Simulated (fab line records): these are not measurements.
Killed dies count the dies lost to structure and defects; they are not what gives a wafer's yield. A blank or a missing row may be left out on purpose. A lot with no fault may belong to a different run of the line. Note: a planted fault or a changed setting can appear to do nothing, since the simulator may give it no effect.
Which tool is to blame?    flow berkeley-cmos170    13 lots with 39 wafers sampled at 3 steps, on a route of 331 steps

## WHAT EACH GAUGE READ, for each wafer
UCB170_ACTIVE_CD_MEAS_90 targets a cd of 1200 nm. Usual: cd-nm at 1200.1 nm, with a standard deviation of 1.4.
lot   measured     on         cd-nm (nm)            flag
L925  day 4 19:41  cd-sem-01  1197.4 1198.2 1198.6  
L924  day 4 20:03  cd-sem-02  1199.8 1201.5 1201.2  
L928  day 5 06:26  cd-sem-01  1201.5 1201.2 1202.1  
L931  day 5 23:43  cd-sem-01  1200.5 1200.2 1201.8  
L935  day 7 01:42  cd-sem-01  1202.3 1199.6 1200.2  
L936  day 7 06:40  cd-sem-01  1201.7 1201.2 1200.0  
L939  day 7 15:17  cd-sem-01  1199.2 1201.3 1200.6  
L940  day 8 11:17  cd-sem-01  1200.1 1201.1 1200.9  
L944  day 9 05:25  cd-sem-01  1200.8 1200.4 1200.2  
L945  day 9 05:34  cd-sem-02  1200.7 1199.8 1201.1  
L942  day 9 05:38  cd-sem-01  1200.5 1200.4 1200.4  
L946  day 9 17:16  cd-sem-02  1198.2 1199.9 1200.5  
L947  day 9 17:26  cd-sem-01  1197.5 1196.3 1196.9  

UCB170_SACOX_THK_MEAS_02. Usual: SACOX_OXIDE_THK typically reads 14.34 nm, with standard deviation 0.29.
lot   measured      on             SACOX_OXIDE_THK (nm)  flag
L925  day 5 17:22   film-metro-01  14.23 14.50 14.25     
L924  day 5 17:23   film-metro-04  14.16 13.90 14.02     
L928  day 6 06:20   film-metro-01  14.56 14.75 14.94     
L931  day 6 23:06   film-metro-01  14.71 14.78 14.61     
L935  day 8 05:57   film-metro-01  14.39 14.36 14.41     
L936  day 8 17:36   film-metro-02  14.18 14.14 14.26     
L939  day 8 17:35   film-metro-04  14.65 14.54 14.62     
L940  day 9 18:03   film-metro-04  14.26 14.20 14.23     
L944  day 10 02:57  film-metro-04  14.15 14.01 14.00     
L945  day 10 03:02  film-metro-01  14.45 14.35 14.32     
L942  day 10 02:57  film-metro-02  14.40 14.41 14.47     
L946  day 10 21:34  film-metro-02  14.13 13.93 14.13     
L947  day 10 21:34  film-metro-01  13.92 13.93 13.94     

UCB170_SCREENOX_THK_MEAS_02. Usual: SCREENOX_OXIDE_THK typically reads 14.4 nm, with standard deviation 0.32.
lot   measured      on             SCREENOX_OXIDE_THK (nm)  flag
L925  day 5 23:14   film-metro-01  14.5 14.8 14.8           
L924  day 5 23:15   film-metro-02  14.6 14.8 14.7           
L928  day 6 11:43   film-metro-03  14.5 14.7 14.8           
L931  day 7 03:25   film-metro-01  14.3 13.9 14.3           
L935  day 8 14:29   film-metro-01  14.6 14.6 14.7           
L936  day 9 02:56   film-metro-01  14.1 14.1 14.3           
L939  day 9 02:53   film-metro-02  13.9 14.3 14.5           
L940  day 9 22:18   film-metro-01  14.4 14.7 14.4           
L944  day 10 09:29  film-metro-02  13.8 13.7 13.8           
L945  day 10 09:31  film-metro-01  14.2 14.3 14.3           
L942  day 10 09:33  film-metro-03  14.6 14.2 14.6           
L946  day 11 03:29  film-metro-01  13.9 13.9 13.9           
L947  day 11 03:29  film-metro-02  13.9 13.7 13.9           

## WHICH TOOL RAN EACH LOT (tool, then ch and the chambers of the sampled wafers, then the start)
Before these readings, the record contains no process step.

## WHAT THE TOOLS THEMSELVES READ (means of the sampled wafers that have a number; where no wafer has one, the mark that the record gives instead)
The record holds no such reading with a usual standard deviation.

## THE ANSWER, worked out from the rows above alone
Rule: a lot counts as off when the mean over its wafers that have a number is more than 3 standard deviations away from the usual mean. A lot without any number at a reading at which 4 lots or more have one is off too. Any other lot the step has rows for is counted as sound. After the gauges, taken in route order, come the tools' own readings; for these a lot's mean is taken, as printed above. The first step at which some lot is off is used, and at that step the reading that is off furthest; a lot without a number counts as furthest.
No lot is off at any reading shown: from this, nothing can be told.

## WHAT HAD BEEN PUT IN BY THE SIMULATOR
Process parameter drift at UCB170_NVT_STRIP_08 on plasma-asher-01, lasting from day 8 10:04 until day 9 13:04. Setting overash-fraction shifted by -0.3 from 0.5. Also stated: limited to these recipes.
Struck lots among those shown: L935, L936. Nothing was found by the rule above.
